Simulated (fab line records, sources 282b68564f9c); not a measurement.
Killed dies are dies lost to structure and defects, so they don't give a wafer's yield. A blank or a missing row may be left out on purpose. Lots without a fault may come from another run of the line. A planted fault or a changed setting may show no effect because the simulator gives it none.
fab line records | flow rit_cmos
record lots=6 wafers=18 last_day=7
route steps=202 shown M1@184
lots that met no fault: from a run of the same line without faults
start_h: hours from the record's first day to the start of the lot's first wafer shown | wait_h: hours since the lot's step before | " the same as in the row above | L1.1+2: a row that stands for several wafers | - no value, or no start given | * or withheld: withheld | < > ~ a bound
route shown NAME@n: a module of which the file shows steps, and the number in the route of the first | usual: mean/standard deviation of fault-free wafers | same: alike in all rows | chamber/n: place in a boat | sites: the reading at each site | _std_site: their standard deviation | _edge_site: outer sites' mean less inner sites' | radius_mm: how far each site lies from the wafer's centre | mask NAME#n: copy n | behind: the tool/chamber that last shaped the wafer | hold: why the lot was held/for how many hours/how that ended | device: the transistor (n, p or np) that didn't switch | end of line: the same wafers' tests at the end of the route | a step without rows: its recipe alone | killed: dies lost to structure and defects at the first sort, not the wafer's yield | map: a wafer's dies, x killed, . not, _ none there
set.NAME: the setting as run; set.NAME@STEP: as run at that earlier step | model.NAME: the simulator's own value behind a step, which no gauge read
lots at some steps of the route; a table a step, a row a wafer
services: from which hour (start_h, from the record's first day; less than 0 if before it) a tool's chamber was out of use, for how many hours, and why
## steps
# step RIT_M1_SPUTTER_00
# recipe material=Al target_thk_nm=400 power_w=2000 chamber_pressure_pa=0.4 gas=Ar time_s=500 substrate_temp_c=25
# usual substrate_temp_c=25.00/0.11 throttle_valve_pct=29.5/0.85
# columns lot.wafer tool chamber start_h wait_h substrate_temp_c throttle_valve_pct
L244.1 pvd_sputter-03 - 78.54 0.0 25.14 29.8
L244.5 " - " " 25.20 29.3
L244.6 " - " " 24.82 29.1
L254.3 pvd_sputter-03 - 128.45 0.0 25.06 29.1
L254.5 " - " " 24.97 28.4
L254.6 " - " " 25.05 29.0
L255.2 pvd_sputter-01 - 134.59 0.0 25.09 28.9
L255.4 " - " " 24.96 29.4
L255.6 " - " " 24.88 31.1
L257.2 pvd_sputter-01 - 145.65 0.0 25.03 30.3
L257.3 " - " " 24.87 31.2
L257.4 " - " " 24.86 29.3
L258.3 pvd_sputter-03 - 149.02 0.0 25.23 29.2
L258.4 " - " " 25.03 29.9
L258.6 " - " " 24.77 28.5
L262.1 pvd_sputter-01 - 174.04 0.0 24.94 31.4
L262.3 " - " " 24.93 29.4
L262.4 " - " " 24.85 30.4
# step RIT_M1_RS_MEAS_01
# recipe thk_meas_gauge=four-point-probe reads=Al_of_M1_SPUTTER_00
# usual M1_AL_RS=0.0735/0.00072
# columns lot.wafer tool chamber start_h wait_h M1_AL_RS[ohm/sq]
L244.1 film_metro-02 - 78.83 0.1 0.0736
L244.5 " - " " 0.0726
L244.6 " - " " 0.0728
L254.3 film_metro-03 - 128.79 0.2 0.0730
L254.5 " - " " 0.0724
L254.6 " - " " 0.0730
L255.2 film_metro-03 - 134.91 0.2 0.0740
L255.4 " - " " 0.0741
L255.6 " - " " 0.0749
L257.2 film_metro-02 - 145.97 0.2 0.0745
L257.3 " - " " 0.0752
L257.4 " - " " 0.0747
L258.3 film_metro-02 - 149.35 0.2 0.0740
L258.4 " - " " 0.0740
L258.6 " - " " 0.0731
L262.1 film_metro-03 - 174.34 0.1 0.0747
L262.3 " - " " 0.0742
L262.4 " - " " 0.0739
# step RIT_M1_THK_MEAS_02
# recipe thk_meas_gauge=xrf reads=Al_of_M1_SPUTTER_00
# usual M1_AL_THK=399/4.4
# columns lot.wafer tool chamber start_h wait_h M1_AL_THK[nm]
L244.1 film_metro-02 - 78.95 0.1 399
L244.5 " - " " 403
L244.6 " - " " 402
L254.3 film_metro-03 - 128.89 0.1 404
L254.5 " - " " 407
L254.6 " - " " 406
L255.2 film_metro-03 - 135.02 0.1 400
L255.4 " - " " 400
L255.6 " - " " 394
L257.2 film_metro-02 - 146.08 0.1 393
L257.3 " - " " 387
L257.4 " - " " 390
L258.3 film_metro-02 - 149.45 0.1 397
L258.4 " - " " 394
L258.6 " - " " 401
L262.1 film_metro-03 - 174.46 0.1 393
L262.3 " - " " 396
L262.4 " - " " 400
# step RIT_M1_HMDS_03
# recipe prime_time_s=60 prime_temp_c=140
# step RIT_M1_COAT_04
# recipe resist=NOVOLAK spin_rpm=2000 resist_thk_nm=1300
# step RIT_M1_SOFTBAKE_05
# recipe resist=NOVOLAK temp_c=90 time_s=60
# step RIT_M1_EXPOSE_06
# recipe mask_id=M12 na=0.6 source_shape=conventional sigma_outer=0.5 target_cd_nm=2600 dose_mj=250
# step RIT_M1_PEB_07
# recipe resist=NOVOLAK temp_c=withheld time_s=withheld
# step RIT_M1_DEVELOP_08
# recipe resist=NOVOLAK develop_time_s=68 dev_temp_c=23
# step RIT_M1_CD_MEAS_09
# recipe target_cd_nm=2600
# usual cd_nm=2599.7/2.5
# columns lot.wafer tool chamber start_h wait_h cd_nm
L244.1 cd_sem-02 - 80.08 - 2602.7
L244.5 " - " " 2602.3
L244.6 " - " " 2604.9
L254.3 cd_sem-02 - 130.03 - 2598.9
L254.5 " - " " 2601.1
L254.6 " - " " 2602.0
L255.2 cd_sem-02 - 135.97 - 2597.5
L255.4 " - " " 2598.6
L255.6 " - " " 2599.7
L257.2 cd_sem-02 - 147.20 - 2600.3
L257.3 " - " " 2601.9
L257.4 " - " " 2601.5
L258.3 cd_sem-01 - 150.54 - 2595.0
L258.4 " - " " 2595.2
L258.6 " - " " 2594.7
L262.1 cd_sem-01 - 175.68 - 2600.0
L262.3 " - " " 2597.1
L262.4 " - " " 2599.9
# step RIT_M1_OVL_MEAS_10
# usual M1_OVL=0.0/1.2
# columns lot.wafer tool chamber start_h wait_h M1_OVL[nm]
L244.1 overlay-01 - 80.20 0.1 -2.2
L244.5 " - " " -1.2
L244.6 " - " " -1.4
L254.3 overlay-02 - 130.12 0.1 0.7
L254.5 " - " " -0.3
L254.6 " - " " -0.8
L255.2 overlay-02 - 136.07 0.1 -0.9
L255.4 " - " " -0.4
L255.6 " - " " 0.2
L257.2 overlay-01 - 147.31 0.1 1.7
L257.3 " - " " 0.2
L257.4 " - " " 1.4
L258.3 overlay-01 - 150.63 0.1 2.3
L258.4 " - " " 1.9
L258.6 " - " " 0.2
L262.1 overlay-01 - 175.80 0.1 -0.9
L262.3 " - " " -1.1
L262.4 " - " " 1.0
# step RIT_M1_HARDBAKE_11
# recipe resist=NOVOLAK temp_c=140 time_s=120
# step RIT_M1_METAL_ETCH_12
# recipe stop_on=SiO2 chemistry=Cl2/BCl3 target=Al time_s=165 over_etch_frac=0.5 pressure_mtorr=100 target_depth_a=6000 rf_w=250 Cl2_flow_sccm=60 bcl3_flow_sccm=50
# usual bcl3_flow_sccm=49.99/0.14 chamber_pressure_mTorr=100.02/0.09 drypump_motor_current_A=5.8/0.47 oes_product_au=0.779/0.011 over_etch_frac=0.5/0 throttle_valve_pct=8.28/0.11
# columns lot.wafer tool chamber start_h wait_h bcl3_flow_sccm chamber_pressure_mTorr drypump_motor_current_A oes_product_au over_etch_frac rf_hours_counter_h throttle_valve_pct model.NOVOLAK_of_M1_COAT_04.thk_nm model.SiO2_of_CONTACT_CVD_00.thk_nm
L244.1 rie_metal-02 1 80.49 0.2 50.20 100.04 6.6 0.774 0.5 3 8.24 808.9 358.8
L244.5 " 0 " " 50.05 99.88 5.0 0.781 0.5 - 8.36 810.8 367.6
L244.6 " 1 " " 50.12 100.03 6.7 0.784 0.5 - 8.24 815.7 362.1
L254.3 rie_metal-01 1 130.45 0.2 - - - - - - - 1135 388
L254.5 " 1 " " - - - - - - - 1132 393.9
L254.6 " 0 " " - - - - - - - 1135 389.9
L255.2 rie_metal-03 0 136.35 0.2 - - - - - - - 1132 389.6
L255.4 " 0 " " - - - - - - - 1136 397.2
L255.6 " 1 " " - - - - - - - 1133 396.6
L257.2 rie_metal-03 0 147.59 0.2 49.82 100.13 5.8 0.776 0.5 2 8.47 794.5 354.7
L257.3 " 0 " " 50.02 99.92 5.8 0.777 0.5 - 8.44 798.9 355.4
L257.4 " 1 " " 50.26 99.95 5.7 0.777 0.5 - 8.16 808.8 363
L258.3 rie_metal-02 1 150.96 0.2 50.16 100.04 6.7 0.766 0.5 - 8.22 799.3 357.3
L258.4 " 0 " " 49.84 100.01 5.1 0.777 0.5 - 8.36 800.1 366.4
L258.6 " 0 " " 49.75 100.13 5.0 0.781 0.5 - 8.36 796.6 364.1
L262.1 rie_metal-03 0 176.08 0.2 49.93 99.91 5.8 0.776 0.5 2 8.46 795.1 358.5
L262.3 " 1 " " 50.05 99.91 5.7 0.777 0.5 - 8.13 800.8 357.9
L262.4 " 0 " " 49.86 100.04 5.8 0.768 0.5 - 8.44 797.8 363
# step RIT_M1_STRIP_13
# recipe chemistry=nmp resist=NOVOLAK temp_c=80 time_s=600 dry=n2_spin
# step RIT_M1_STRIP_14
# recipe chemistry=O2 time_s=180 platen_temp_c=withheld power_w=500 pressure_mtorr=4000 o2_flow_sccm=4000
# usual drypump_motor_current_A=6.1/0.57
# columns lot.wafer tool chamber start_h wait_h drypump_motor_current_A rf_hours_counter_h
L244.1 plasma_asher-03 0 80.84 0.0 6.7 45
L244.5 " 0 " " 6.7 -
L244.6 " 1 " " 5.5 -
L254.3 plasma_asher-02 1 130.79 0.1 5.7 -
L254.5 " 1 " " 5.7 -
L254.6 " 0 " " 5.5 -
L255.2 plasma_asher-02 1 136.69 0.0 5.7 2
L255.4 " 1 " " 5.7 -
L255.6 " 1 " " 5.7 -
L257.2 plasma_asher-03 0 147.96 0.0 6.7 52
L257.3 " 1 " " 5.5 -
L257.4 " 0 " " 6.8 -
L258.3 plasma_asher-03 0 151.30 0.1 6.7 -
L258.4 " 1 " " 5.5 -
L258.6 " 0 " " 6.7 -
L262.1 plasma_asher-03 1 176.42 0.0 5.5 55
L262.3 " 0 " " 6.7 -
L262.4 " 1 " " 5.5 -
# step RIT_M1_CD_MEAS_90
# recipe target_cd_nm=2600
# usual cd_nm=2600.1/2.5
# columns lot.wafer tool chamber start_h wait_h cd_nm
L244.1 cd_sem-02 - 81.02 0.1 2601.8
L244.5 " - " " 2601.3
L244.6 " - " " 2604.1
L254.3 cd_sem-02 - 130.94 0.1 -
L254.5 " - " " -
L254.6 " - " " -
L255.2 cd_sem-02 - 136.88 0.1 -
L255.4 " - " " -
L255.6 " - " " -
L257.2 cd_sem-02 - 148.15 0.1 2601.4
L257.3 " - " " 2601.5
L257.4 " - " " 2603.2
L258.3 cd_sem-01 - 151.46 0.1 2595.7
L258.4 " - " " 2596.6
L258.6 " - " " 2593.6
L262.1 cd_sem-02 - 176.60 0.1 2601.4
L262.3 " - " " 2598.3
L262.4 " - " " 2600.6
# step RIT_M1_ANNEAL_15
# recipe temp_c=450 time_s=1800 ambient=forming_gas_H2N2
# step RIT_M1_PROBE_99
# usual defect_limited_yield=97.5/1.2 killed_at_M0_to_M3=0.0/0.083 killed_at_front_end=7/3.1 killed_dies=7/3.1 killed_on_rim=1.8/1.4 killed_open=3.3/2 killed_short=3.4/2.1 sort_bin_3_pad_short=0.1/0.21 sort_bin_5_function=1.4/0.79 sort_bin_6_memory=1.0/0.65 sort_n_pass=257/3.1 sort_yield_pct=97.5/1.2
# same gross_dies=264 killed_at_M4_up=0 killed_at_back_side=0 killed_at_contacts=0 killed_at_other=0
# columns lot.wafer tool chamber start_h wait_h defect_limited_yield[%] killed_at_M0_to_M3 killed_at_front_end killed_dies killed_on_rim killed_open killed_short sort_bin_3_pad_short[%] sort_bin_5_function[%] sort_bin_6_memory[%] sort_n_pass sort_yield_pct[%]
L244.1 prober-02 - 82.76 0.1 96.2 0 10 10 3 4 6 0.4 2.7 0.8 254 96.2
L244.5 prober-02 - 82.96 0.2 97.3 0 7 7 1 4 3 0 1.5 1.1 257 97.3
L244.6 prober-02 - 83.01 0.2 94.7 0 14 14 4 8 6 0.4 2.7 2.3 250 94.7
L254.3 prober-01 - 132.74 0.2 0 256 8 264 70 3 5 0 98.9 1.1 0 0
L254.5 prober-01 - 132.84 0.2 0 256 8 264 70 6 2 0 98.5 1.5 0 0
L254.6 prober-01 - 132.89 0.2 0 255 9 264 70 6 3 0 98.1 1.9 0 0
L255.2 prober-02 - 138.65 0.1 0 262 2 264 70 1 1 0 100.0 0 0 0
L255.4 prober-02 - 138.75 0.2 0 263 1 264 70 1 0 0 100.0 0 0 0
L255.6 prober-02 - 138.85 0.2 0 260 4 264 70 1 3 0 99.6 0.4 0 0
L257.2 prober-02 - 149.92 0.1 98.1 0 5 5 2 5 0 0 0.4 1.5 259 98.1
L257.3 prober-02 - 149.97 0.2 98.5 0 4 4 3 3 1 0 0.8 0.8 260 98.5
L257.4 prober-02 - 150.02 0.2 97.7 0 6 6 1 5 1 0 1.1 1.1 258 97.7
L258.3 prober-01 - 153.77 0.2 97.7 0 6 6 4 3 3 0.4 0.8 1.1 258 97.7
L258.4 prober-01 - 153.82 0.2 98.5 0 4 4 2 1 3 0 1.1 0.4 260 98.5
L258.6 prober-01 - 153.92 0.2 95.5 0 12 12 3 5 7 0 1.9 2.7 252 95.5
L262.1 prober-01 - 178.67 0.1 96.2 0 10 10 3 1 9 1.1 1.1 1.5 254 96.2
L262.3 prober-01 - 178.77 0.2 97.3 0 7 7 1 2 5 0 1.5 1.1 257 97.3
L262.4 prober-01 - 178.82 0.2 95.8 0 11 11 3 6 5 0 3.0 1.1 253 95.8
# killed by level:class
L244.1 FOX2:geometric_particle:short=3 FOX1:geometric_particle:open=1 FOX2:geometric_particle:open=1 GATE:geometric_particle:short=1 REOX:geometric_particle:open=1 SPACER:geometric_particle:short=1 SPACER:geometric_particle:open=1 SILICIDE:geometric_particle:short=1
L244.5 FOX1:geometric_particle:short=2 REOX:geometric_particle:open=2 FOX1:geometric_particle:open=1 GATE:geometric_particle:short=1 SPACER:geometric_particle:open=1
L244.6 FOX1:geometric_particle:short=2 GATE:geometric_particle:open=2 SPACER:geometric_particle:open=2 SILICIDE:geometric_particle:open=2 FOX1:geometric_particle:open=1 FOX2:geometric_particle:short=1 FOX2:geometric_particle:open=1 GATE:geometric_particle:short=1
L254.3 M1:area_etch=256 GATE:geometric_particle:short=3 REOX:geometric_particle:short=2 FOX1:geometric_particle:open=1 GATE:geometric_particle:open=1 SILICIDE:geometric_particle:open=1
L254.5 M1:area_etch=256 GATE:geometric_particle:open=4 GATE:geometric_particle:short=2 REOX:geometric_particle:open=2
L254.6 M1:area_etch=255 GATE:geometric_particle:open=4 GATE:geometric_particle:short=2 FOX2:geometric_particle:short=1 REOX:geometric_particle:open=1 SPACER:geometric_particle:open=1
L255.2 M1:area_etch=262 GATE:geometric_particle:short=1 GATE:geometric_particle:open=1
L255.4 M1:area_etch=263 SPACER:geometric_particle:open=1
L255.6 M1:area_etch=260 GATE:geometric_particle:short=3 GATE:geometric_particle:open=1
L257.2 GATE:geometric_particle:open=3 FOX2:geometric_particle:open=1 SILICIDE:geometric_particle:open=1
L257.3 FOX1:geometric_particle:open=2 REOX:geometric_particle:short=1 SPACER:geometric_particle:open=1
L257.4 FOX1:geometric_particle:open=2 GATE:geometric_particle:open=1 REOX:geometric_particle:open=1 SILICIDE:geometric_particle:open=1 SILICIDE:geometric_particle:short=1
L258.3 FOX2:geometric_particle:open=2 FOX1:geometric_particle:short=1 SPACER:geometric_particle:open=1 SPACER:geometric_particle:short=1 SILICIDE:geometric_particle:short=1
L258.4 FOX1:geometric_particle:short=1 GATE:geometric_particle:short=1 GATE:geometric_particle:open=1 SPACER:geometric_particle:short=1
L258.6 FOX1:geometric_particle:short=5 FOX1:geometric_particle:open=2 SILICIDE:geometric_particle:short=2 GATE:geometric_particle:open=1 REOX:geometric_particle:open=1 SILICIDE:geometric_particle:open=1
L262.1 FOX1:geometric_particle:short=5 GATE:geometric_particle:short=2 SPACER:geometric_particle:short=2 GATE:geometric_particle:open=1
L262.3 FOX1:geometric_particle:open=2 GATE:geometric_particle:short=2 FOX1:geometric_particle:short=1 REOX:geometric_particle:short=1 SPACER:geometric_particle:short=1
L262.4 GATE:geometric_particle:open=4 FOX1:geometric_particle:short=1 FOX2:geometric_particle:short=1 GATE:geometric_particle:short=1 REOX:geometric_particle:short=1 SPACER:geometric_particle:open=1 SILICIDE:geometric_particle:open=1 SILICIDE:geometric_particle:short=1
# map L254.3 (x killed, . not)
________xxxxxxx_______
_____xxxxxxxxxxxxx____
____xxxxxxxxxxxxxxx___
___xxxxxxxxxxxxxxxxx__
__xxxxxxxxxxxxxxxxxxx_
__xxxxxxxxxxxxxxxxxxx_
_xxxxxxxxxxxxxxxxxxxxx
_xxxxxxxxxxxxxxxxxxxxx
_xxxxxxxxxxxxxxxxxxxxx
_xxxxxxxxxxxxxxxxxxxxx
__xxxxxxxxxxxxxxxxxxx_
__xxxxxxxxxxxxxxxxxxx_
___xxxxxxxxxxxxxxxxx__
____xxxxxxxxxxxxxxx___
_____xxxxxxxxxxxxx____
________xxxxxxx_______
# map L255.2 (x killed, . not)
________xxxxxxx_______
_____xxxxxxxxxxxxx____
____xxxxxxxxxxxxxxx___
___xxxxxxxxxxxxxxxxx__
__xxxxxxxxxxxxxxxxxxx_
__xxxxxxxxxxxxxxxxxxx_
_xxxxxxxxxxxxxxxxxxxxx
_xxxxxxxxxxxxxxxxxxxxx
_xxxxxxxxxxxxxxxxxxxxx
_xxxxxxxxxxxxxxxxxxxxx
__xxxxxxxxxxxxxxxxxxx_
__xxxxxxxxxxxxxxxxxxx_
___xxxxxxxxxxxxxxxxx__
____xxxxxxxxxxxxxxx___
_____xxxxxxxxxxxxx____
________xxxxxxx_______
## services
# columns tool chamber start_h hours kind
rie_metal-02 - 71.71 2.8 pm
rie_metal-01 0 94.32 30.1 repair
plasma_asher-02 - 108.75 9.0 pm
plasma_asher-02 0 108.75 9.0 vent_cycle
plasma_asher-02 1 108.75 9.0 vent_cycle
plasma_asher-03 - 117.44 8.2 repair
plasma_asher-02 0 117.75 - clean
plasma_asher-02 1 117.75 - clean
rie_metal-01 - 136.12 20.0 pm
rie_metal-01 0 136.12 20.0 vent_cycle
rie_metal-01 1 136.12 20.0 vent_cycle
plasma_asher-02 - 144.55 1.7 repair
rie_metal-01 0 156.12 - clean
rie_metal-01 1 156.12 - clean
pvd_sputter-01 - 171.14 2.7 repair
pvd_sputter-03 - 173.89 3.6 repair
## key
first_sign step=RIT_M1_METAL_ETCH_12 reading=tool_record direction=missing
effect step=RIT_M1_CD_MEAS_90 reading=cd_nm direction=missing
effect step=RIT_M1_PROBE_99 reading=killed_at_M0_to_M3 direction=up sigmas=99+ usual=0.0 struck=258.7
model_effect step=RIT_M1_METAL_ETCH_12 value=NOVOLAK_of_M1_COAT_04.thk_nm without=802.3 struck=1134
more_kills_born_at RIT_M1_METAL_ETCH_12@rie_metal-03=785 RIT_M1_METAL_ETCH_12@rie_metal-01=767
met_at RIT_M1_METAL_ETCH_12
struck_wafers L254.3,L254.5,L254.6,L255.2,L255.4,L255.6
later_rows_left_out L254.3,L254.5,L254.6,L255.2,L255.4,L255.6
fault kind=skipped_step_whole tool=rie_metal-01,rie_metal-03 chamber=- onset_h=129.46 steps=RIT_M1_METAL_ETCH_12 scope=struck_lots_only
# later_rows_left_out: the simulator's readings of these wafers behind a module that went badly wrong aren't trusted and aren't shown, but for the sort
